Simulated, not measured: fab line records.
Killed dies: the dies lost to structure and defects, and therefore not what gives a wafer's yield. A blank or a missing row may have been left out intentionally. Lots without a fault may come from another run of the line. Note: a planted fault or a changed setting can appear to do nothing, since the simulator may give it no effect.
Which tool is to blame? -- flow berkeley cmos170 -- 14 lots, 42 wafers sampled, at 3 steps of a route of 331

WHAT EACH GAUGE READ, for each wafer
UCB170_PFIELD_OVL_MEAS_06.
lot,measured,on,PFIELD_OVL (nm)
L376,day 4 11:10,overlay-01,1 4 -6
L379,day 5 08:03,overlay-01,1 -2 4
L380,day 5 08:10,overlay-02,0 -2 -6
L385,day 6 09:40,overlay-01,11 12 12
L384,day 6 10:20,overlay-01,5 7 8
L389,day 7 01:12,overlay-01,5 4 1
L391,day 7 16:50,overlay-01,- - -
L392,day 7 17:15,overlay-01,- - -
L393,day 7 17:34,overlay-02,-6 -5 -8
L394,day 8 00:20,overlay-02,-3 -2 -7
L395,day 8 12:41,overlay-02,0 2 -1
L397,day 8 15:32,overlay-02,7 5 7
L398,day 8 23:02,overlay-01,4 2 -1
L399,day 8 23:13,overlay-02,3 7 4

UCB170_PFIELD_TW_MEAS_09.
lot,measured,on,PFIELD_TW
L376,day 4 11:28,film metro-04,602 602 603
L379,day 5 08:20,film metro-04,600 603 598
L380,day 5 08:28,film metro-04,599 596 598
L385,day 6 09:57,film metro-01,589 588 591
L384,day 6 10:37,film metro-02,591 592 590
L389,day 7 01:30,film metro-01,594 591 591
L391,day 7 17:07,film metro-02,593 593 590
L392,day 7 17:33,film metro-04,599 599 604
L393,day 7 17:50,film metro-04,601 603 602
L394,day 8 00:38,film metro-02,594 592 597
L395,day 8 12:58,film metro-02,593 594 593
L397,day 8 15:50,film metro-04,608 603 603
L398,day 8 23:19,film metro-02,595 596 599
L399,day 8 23:30,film metro-01,595 591 595

EACH LOT AND THE TOOL THAT RAN IT (in order: tool; ch and the chambers of the sampled wafers; start)
lot,UCB170_PFIELD_COAT_01
L376,"litho track-02 ch 0, day 4 09:49"
L379,"litho track-02 ch 0, day 5 07:07"
L380,"litho track-01 ch 0, day 5 07:13"
L385,"litho track-02 ch 0, day 6 08:50"
L384,"litho track-04 ch 0, day 6 08:56"
L389,"litho track-01 ch 0, day 7 00:33"
L391,"litho track-01, day 7 15:38"
L392,"litho track-04, day 7 15:43"
L393,"litho track-01 ch 0, day 7 16:32"
L394,"litho track-04 ch 0, day 7 23:08"
L395,"litho track-04 ch 0, day 8 11:59"
L397,"litho track-02 ch 0, day 8 13:59"
L398,"litho track-04 ch 0, day 8 21:28"
L399,"litho track-02 ch 0, day 8 21:44"
- UCB170_PFIELD_COAT_01: resist thk 900 nm.

WHAT THE TOOLS THEMSELVES READ (means of the sampled wafers that have a number; where no wafer has one, the mark that the record gives instead)
UCB170_PFIELD_COAT_01.
lot,tool,chill plate temp C (C),dispense pressure kPa (kPa),spin speed rpm (rpm)
L376,litho track-02,23.20,48.4,1499.4
L379,litho track-02,22.94,48.4,1500.6
L380,litho track-01,22.94,49.3,1499.2
L385,litho track-02,22.96,48.4,1499.3
L384,litho track-04,23.05,44.1,1498.5
L389,litho track-01,23.02,49.3,1499.0
L391,litho track-01,-,-,-
L392,litho track-04,-,-,-
L393,litho track-01,22.88,49.3,1500.9
L394,litho track-04,23.16,44.1,1500.9
L395,litho track-04,23.04,44.1,1501.3
L397,litho track-02,23.13,48.3,1499.2
L398,litho track-04,22.94,44.1,1499.9
L399,litho track-02,23.06,48.3,1499.4

THE ANSWER, worked out from the rows above alone
Rule: usual is defined by the lots themselves. Put in order of their means at a reading, lots are off if they are a third of the lots or fewer, leave a main group of 4 or more, and stand apart from it by a gap of 3 or more times the standard deviation of the main group's means; of several such gaps the widest counts. A main group is skipped when, at the precision printed for the reading in the tables above, its means are all equal. Also off: a lot with no number at a reading for which 4 or more lots have one. Where the step has rows for the other lots, those lots are counted as sound. After the gauges, taken in route order, come the tools' own readings; for these a lot's mean is taken, as printed above. At the first step where some lot is off, the reading lying furthest off is the one used; lots without a number count as furthest.
Off: L391, L392, at UCB170_PFIELD_OVL_MEAS_06 (PFIELD_OVL). Without a number there: L391, L392. Main group: mean 2 nm, sd 4.8.
If a tool, at a process step before that reading, ran all the lots that are off and no sound lot after the first of them, it fits. Not tried: the gauges at UCB170_PFIELD_OVL_MEAS_06; whatever is off there is also off at UCB170_PFIELD_COAT_01, on other tools, and gauge error can't account for it. Not one of the candidates tried fits.

WHAT THE SIMULATOR PUT IN
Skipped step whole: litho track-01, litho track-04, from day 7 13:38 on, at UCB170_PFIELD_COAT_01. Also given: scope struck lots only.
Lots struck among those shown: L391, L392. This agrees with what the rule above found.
